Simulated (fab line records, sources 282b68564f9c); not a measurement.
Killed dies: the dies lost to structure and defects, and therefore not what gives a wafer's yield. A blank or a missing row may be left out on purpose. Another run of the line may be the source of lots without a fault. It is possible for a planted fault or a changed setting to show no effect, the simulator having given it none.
Struck lot and sound lot, side by side    flow rit-cmos    15 steps out of a route of 202
Sound: the wafers L385.1, L385.4, L385.5. The struck wafers were L399.1, L399.4, L399.5. The cause comes at the end.
Per side, at each step with rows, come the tool, then ch with its chambers, and then its first start. Under that, the readings that differ: sound wafers    struck wafers    difference of the means    sigmas: that difference in standard deviations of wafers without a fault.
alike: readings whose means differ by less than 2 such deviations, and words and numbers that are the same on both sides. not compared: withheld readings, readings that some wafer has no value for, bounds like >300 that may hide the same value, and numbers for which the record gives no deviation and whose values overlap.
A row with sigmas, a row that says differs or no value, or rows on one side alone: a step with any of these is where the two part. Numbers that don't overlap but have no deviation are shown without sigmas and don't part them. Lack of a reading on every wafer of one side parts them only where that side has two or more wafers.

first, 2 steps without rows for these wafers: RIT_NSD_PEB_04; RIT_NSD_DEVELOP_05 (develop time 50 s).
RIT_NSD_OVL_MEAS_06:
  sound on overlay-02, day 3 11:27; struck on overlay-01, day 6 07:37
  alike: NSD_OVL
then, 2 steps without rows for these wafers: RIT_NSD_HARDBAKE_07 (time 60 s); RIT_NSD_IMPLANT_08.
RIT_NSD_STRIP_09: strips in O2, time 180 s.
  sound on plasma-asher-01 ch 0,1, day 3 11:47; struck on plasma-asher-01 ch 0,1, day 6 07:58
  alike: drypump-motor-current-A
  not compared: rf-hours-counter-h
RIT_NSD_TW_MEAS_10:
  sound on film-metro-02, day 3 11:58; struck on film-metro-01, day 6 08:08
  alike: NSD_TW
then, 5 steps without rows for these wafers: RIT_PSD_HMDS_00 (prime time 60 s); RIT_PSD_COAT_01 (resist thk 1000 nm); RIT_PSD_SOFTBAKE_02 (time 60 s); RIT_PSD_EXPOSE_03 (exposes mask M10, target cd 40900 nm); RIT_PSD_PEB_04.
RIT_PSD_DEVELOP_05: develop time 50 s.
  sound on litho-track-04 ch 0, day 3 13:00; struck on litho-track-04 ch 0, day 6 09:00
reading               sound              struck             difference  sigmas
developer-temp-C (C)  22.94 23.05 22.94  22.03 22.13 22.04  -0.91       -8
  alike: chill-plate-temp-C, exhaust-pa, resist-line-temp-C
RIT_PSD_OVL_MEAS_06:
  sound on overlay-01, day 3 13:11; struck on overlay-02, day 6 09:10
  alike: PSD_OVL
next, for these wafers, 1 step has no rows: RIT_M1_PROBE_99.

== WHERE THEY PART ==
Within this record, at RIT_PSD_DEVELOP_05 only. Later steps at which nothing parts them and some readings are alike: RIT_PSD_OVL_MEAS_06.

WHY: the cause the simulator had injected
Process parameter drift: litho-track-04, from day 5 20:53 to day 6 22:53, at RIT_PSD_DEVELOP_05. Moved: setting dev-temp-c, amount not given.
